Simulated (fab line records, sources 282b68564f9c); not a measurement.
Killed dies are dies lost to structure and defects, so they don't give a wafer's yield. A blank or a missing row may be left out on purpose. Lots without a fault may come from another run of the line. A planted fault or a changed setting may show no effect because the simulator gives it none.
Split-lot experiment | flow rit_cmos | 5 lots, 23 wafers read, on a route of 202 steps

THE SPLIT
At RIT_M1_METAL_ETCH_12 (etches Al in Cl2/BCl3, stops on SiO2, time 165 s, target depth 600 nm), the setting rf_w was moved away from the recipe's 250 W on 6 of the 23 wafers read, by +6.8% to +7.7%. The other wafers ran this setting at the recipe's value.

The reading is taken at the split's own step.

THE READING
NOVOLAK_of_M1_COAT_04.thk_nm (the simulator's own value, which no gauge read), in nm, at RIT_M1_METAL_ETCH_12 (etches Al in Cl2/BCl3, stops on SiO2, time 165 s, target depth 600 nm). The file gives no usual value for it. The 17 wafers here that ran the recipe average 807.8 nm, standard deviation 8.5 nm.

wafer  | tool, chamber at the split | rf_w as run, W | against the recipe | NOVOLAK_of_M1_COAT_04.thk_nm, nm | against lot-mates on the recipe
L074.1 | rie_metal-01, 1            | 267            | +6.8%              | 776.8                            | -17.8
L074.2 | rie_metal-01, 0            | 250            | recipe             | 794.3                            | -
L074.4 | rie_metal-01, 0            | 267            | +6.8%              | 767                              | -27.6
L074.5 | rie_metal-01, 1            | 250            | recipe             | 796.3                            | -
L074.6 | rie_metal-01, 0            | 250            | recipe             | 793.2                            | -
L078.1 | rie_metal-03, 0            | 268.3          | +7.3%              | 793.1                            | -11.3
L078.2 | rie_metal-03, 1            | 250            | recipe             | 802.6                            | -
L078.3 | rie_metal-03, 1            | 268.3          | +7.3%              | 775.8                            | -28.6
L078.4 | rie_metal-03, 0            | 250            | recipe             | 809.7                            | -
L078.6 | rie_metal-03, 1            | 250            | recipe             | 801                              | -
L079.2 | rie_metal-02, 0            | 269.2          | +7.7%              | 788.9                            | -25.1
L079.3 | rie_metal-02, 0            | 250            | recipe             | 813.2                            | -
L079.4 | rie_metal-02, 1            | 269.2          | +7.7%              | 790                              | -24.0
L079.5 | rie_metal-02, 0            | 250            | recipe             | 815.3                            | -
L079.6 | rie_metal-02, 1            | 250            | recipe             | 813.6                            | -
L084.1 | rie_metal-03, 0            | 250            | recipe             | 811.8                            | -
L084.4 | rie_metal-03, 0            | 250            | recipe             | 810.4                            | -
L084.5 | rie_metal-03, 1            | 250            | recipe             | 795                              | -
L085.2 | rie_metal-02, 1            | 250            | recipe             | 818.7                            | -
L085.3 | rie_metal-02, 1            | 250            | recipe             | 817.6                            | -
L085.4 | rie_metal-02, 0            | 250            | recipe             | 815.4                            | -
L085.5 | rie_metal-02, 1            | 250            | recipe             | 811.7                            | -
L085.6 | rie_metal-02, 0            | 250            | recipe             | 813.3                            | -

THE FIT
A straight line over all 23 wafers: NOVOLAK_of_M1_COAT_04.thk_nm changes by -3.48 nm for each +1% of rf_w; r = -0.78; the points scatter about the line by 9.4 nm.
The same after taking each lot's own level away (the mean of its wafers on the recipe; 23 wafers): -3.08 nm for each +1%; r = -0.91; scatter 4.8 nm.
On that fit, the largest move of rf_w shifts the reading by 24 nm.
The lots' own levels span 794.60 to 815.34 nm, that is 2.4 times the standard deviation above.
So the lot-to-lot level blurs the effect unless lot-mates are compared.
Check: with one of the wafers moved furthest among these (+7.7%) left out of the fit, the line predicts -23.3 nm for it against its lot-mates. It came out at -25.1 nm against them.

OTHER SPLITS ON THESE WAFERS
These wafers also went through other splits before the reading. Each is held against what the fit with the lots' levels taken away leaves over:
other split on the same wafers | wafers away from the commonest value | r with NOVOLAK_of_M1_COAT_04.thk_nm (lot level and that fit taken away)
RIT_M1_EXPOSE_06 dose_mj       | 11                                   | +0.10

THE FILE'S OWN FIT
NOVOLAK_of_M1_COAT_04.thk_nm changes by -3.08 nm for each +1% of rf_w, r = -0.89.
